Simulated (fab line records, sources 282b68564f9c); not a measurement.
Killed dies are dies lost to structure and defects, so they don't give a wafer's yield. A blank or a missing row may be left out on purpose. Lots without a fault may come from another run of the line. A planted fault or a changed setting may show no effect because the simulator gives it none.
Split-lot experiment | flow rit_cmos | 5 lots, 23 wafers read, on a route of 202 steps

THE SPLIT
At RIT_NLDD_IMPLANT_08, the setting energy_kev was moved away from the recipe's 20 on 5 of the 23 wafers read, by +3.2% to +5.2%. The other wafers ran this setting at the recipe's value.

The reading is taken at the split's own step.

THE READING
implant.drp_nm (the simulator's own value, which no gauge read), in nm, at RIT_NLDD_IMPLANT_08. The file gives no usual value for it.

wafer  | tool, chamber at the split | energy_kev as run | against the recipe | implant.drp_nm, nm | against lot-mates on the recipe
L074.1 | implanter-03, 0            | 20                | recipe             | 12.97              | -
L074.2 | implanter-03, 0            | 20                | recipe             | 12.97              | -
L074.3 | implanter-03, 0            | 20                | recipe             | 12.97              | -
L074.4 | implanter-03, 0            | 20                | recipe             | 12.97              | -
L074.6 | implanter-03, 0            | 20                | recipe             | 12.97              | -
L075.2 | implanter-01, 0            | 20                | recipe             | 12.97              | -
L075.3 | implanter-01, 0            | 20                | recipe             | 12.97              | -
L075.5 | implanter-01, 0            | 20                | recipe             | 12.97              | -
L076.1 | implanter-01, 0            | 20                | recipe             | 12.97              | -
L076.4 | implanter-01, 0            | 20                | recipe             | 12.97              | -
L076.5 | implanter-01, 0            | 20                | recipe             | 12.97              | -
L076.3 | implanter-01, 0            | 20.65             | +3.2%              | 13.22              | +0.25
L076.6 | implanter-01, 0            | 20.65             | +3.2%              | 13.22              | +0.25
L077.1 | implanter-04, 0            | 20                | recipe             | 12.97              | -
L077.2 | implanter-04, 0            | 20                | recipe             | 12.97              | -
L077.3 | implanter-04, 0            | 20                | recipe             | 12.97              | -
L077.5 | implanter-04, 0            | 20                | recipe             | 12.97              | -
L077.6 | implanter-04, 0            | 20                | recipe             | 12.97              | -
L083.1 | implanter-04, 0            | 21.03             | +5.2%              | 13.37              | +0.40
L083.4 | implanter-04, 0            | 21.03             | +5.2%              | 13.37              | +0.40
L083.5 | implanter-04, 0            | 21.03             | +5.2%              | 13.37              | +0.40
L083.2 | implanter-04, 0            | 20                | recipe             | 12.97              | -
L083.6 | implanter-04, 0            | 20                | recipe             | 12.97              | -

THE FIT
A straight line over all 23 wafers: implant.drp_nm changes by +0.0775 nm for each +1% of energy_kev; r = +1.00; the points scatter about the line by 0.00066 nm.
The same after taking each lot's own level away (the mean of its wafers on the recipe; 23 wafers): +0.0775 nm for each +1%; r = +1.00; scatter 0.00066 nm.
On that fit, the largest move of energy_kev shifts the reading by 0.4 nm.
The lots' own levels span 12.970 to 12.970 nm.
So the lot-to-lot level changes the slope little: the two slopes agree.
Check: with one of the wafers moved furthest among these (+5.2%) left out of the fit, the line predicts +0.399 nm for it against its lot-mates. It came out at +0.4 nm against them.

OTHER SPLITS ON THESE WAFERS
These wafers also went through other splits before the reading. Each is held against what the fit with the lots' levels taken away leaves over:
other split on the same wafers  | wafers away from the commonest value | r with implant.drp_nm (lot level and that fit taken away)
RIT_ACTIVE_OXIDATION_01 temp_c  | 10                                   | -0.41
RIT_ACTIVE_CVD_03 nh3_flow_sccm | 10                                   | -0.38
RIT_ACTIVE_CLEAN_16 time_s      | 15                                   | +0.48
RIT_PWELL_HARDBAKE_07 temp_c    | 6                                    | -0.28
RIT_GATE_EXPOSE_13 dose_mj      | 5                                    | +0.00
RIT_NLDD_COAT_01 resist_thk_nm  | 6                                    | -0.07

THE WHOLE CHAIN: every reading that the file lists as answering this split, in the file's order
step                | what it does | reading                                                         | change (the file's fit)                | r (the file's)
RIT_NLDD_IMPLANT_08 |              | implant.rp_nm (the simulator's own value, which no gauge read)  | +0.183 nm for each +1% of the setting  | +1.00
RIT_NLDD_IMPLANT_08 |              | implant.drp_nm (the simulator's own value, which no gauge read) | +0.0775 nm for each +1% of the setting | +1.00

THE FILE'S OWN FIT
implant.drp_nm changes by +0.0775 nm for each +1% of energy_kev, r = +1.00.
